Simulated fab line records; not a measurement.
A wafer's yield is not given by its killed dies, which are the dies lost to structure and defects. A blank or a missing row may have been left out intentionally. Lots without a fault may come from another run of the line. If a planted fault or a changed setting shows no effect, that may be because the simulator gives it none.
Check of tool commonality    flow berkeley_cmos170    15 lots and 45 wafers in the sample

WHAT PROMPTED THE OPENING
Of 15 lots, 3 have the reading M2_AL_RS flagged at UCB170_M2_RS_MEAS_02. Wafers without a fault read 0.0322 ohm/sq, standard deviation 0.00035.
Rule: a lot gets a flag if all its wafers with a number sit over 4 standard deviations from that mean, or if no wafer of it has a number. The other lots count as sound.

lot   measured      on             M2_AL_RS (ohm/sq), wafer by wafer  flag
L164  day 8 08:08   film_metro-02  0.0324 0.0322 0.0322               
L166  day 8 17:08   film_metro-01  0.0315 0.0322 0.0320               
L165  day 8 18:49   film_metro-01  0.0322 0.0324 0.0325               
L168  day 9 10:04   film_metro-02  0.0327 0.0328 0.0327               
L169  day 9 10:11   film_metro-03  0.0321 0.0322 0.0326               
L171  day 9 18:50   film_metro-03  0.0324 0.0327 0.0327               
L170  day 9 19:10   film_metro-01  0.0319 0.0312 0.0315               
L174  day 10 19:53  film_metro-03  0.0320 0.0318 0.0317               
L173  day 10 21:15  film_metro-01  0.0324 0.0323 0.0321               
L175  day 10 22:38  film_metro-02  0.0323 0.0328 0.0322               
L176  day 11 08:25  film_metro-03  0.0324 0.0321 0.0323               
L179  day 11 21:46  film_metro-01  0.0322 0.0321 0.0321               
L180  day 11 22:53  film_metro-02  0.0353 0.0361 0.0358               FLAGGED
L181  day 12 03:23  film_metro-03  0.0353 0.0348 0.0351               FLAGGED
L182  day 12 08:56  film_metro-03  0.0353 0.0354 0.0352               FLAGGED
Average over the flagged lots: 0.0354 ohm/sq; offset from the usual +0.0032 ohm/sq, equal to +9 standard deviations.

WHICH TOOL RAN EACH LOT
The record keeps 1 process step preceding the reading, out of 331 steps on the route. Cell contents, in order: the tool; ch with the chambers the sampled wafers went through; the start.
lot   flag     UCB170_M2_SPUTTER_01
L164           pvd_sputter-03, day 8 08:01
L166           pvd_sputter-03, day 8 17:04
L165           pvd_sputter-04, day 8 18:41
L168           pvd_sputter-04, day 9 09:59
L169           pvd_sputter-03, day 9 10:06
L171           pvd_sputter-04, day 9 18:45
L170           pvd_sputter-03, day 9 19:05
L174           pvd_sputter-04, day 10 19:47
L173           pvd_sputter-02, day 10 21:09
L175           pvd_sputter-03, day 10 22:34
L176           pvd_sputter-04, day 11 08:20
L179           pvd_sputter-04, day 11 21:40
L180  FLAGGED  pvd_sputter-03, day 11 22:48
L181  FLAGGED  pvd_sputter-03, day 12 03:17
L182  FLAGGED  pvd_sputter-03, day 12 08:49
What the steps here do:
- UCB170_M2_SPUTTER_01: material Al, target thk 900 nm, time 120 s.
- UCB170_M2_RS_MEAS_02: measures by four-point-probe.

FLAGGED OVER TOTAL, TOOL BY TOOL (the gauges that took the reading come last)
step                  tool            lots run  flagged  share of the flagged lots  sound lots run after its first flagged lot
UCB170_M2_SPUTTER_01  pvd_sputter-02  1         0        none                       -
UCB170_M2_SPUTTER_01  pvd_sputter-03  8         3        all                        0
UCB170_M2_SPUTTER_01  pvd_sputter-04  6         0        none                       -
UCB170_M2_RS_MEAS_02  film_metro-01   5         0        none                       -
UCB170_M2_RS_MEAS_02  film_metro-02   4         1        some                       0
UCB170_M2_RS_MEAS_02  film_metro-03   6         2        some                       0

WHAT THE TABLE ALLOWS
All flagged lots share 1 row of the table, namely pvd_sputter-03 at UCB170_M2_SPUTTER_01.
- pvd_sputter-03 at UCB170_M2_SPUTTER_01 ran 8 lots, 3 of them flagged. Its last sound lot is L175 (day 10 22:34), its first flagged lot L180 (day 11 22:48): a fault that began between those two fits.
pvd_sputter-03 at UCB170_M2_SPUTTER_01 is the single tool remaining.

WHAT HAD BEEN PUT IN BY THE SIMULATOR
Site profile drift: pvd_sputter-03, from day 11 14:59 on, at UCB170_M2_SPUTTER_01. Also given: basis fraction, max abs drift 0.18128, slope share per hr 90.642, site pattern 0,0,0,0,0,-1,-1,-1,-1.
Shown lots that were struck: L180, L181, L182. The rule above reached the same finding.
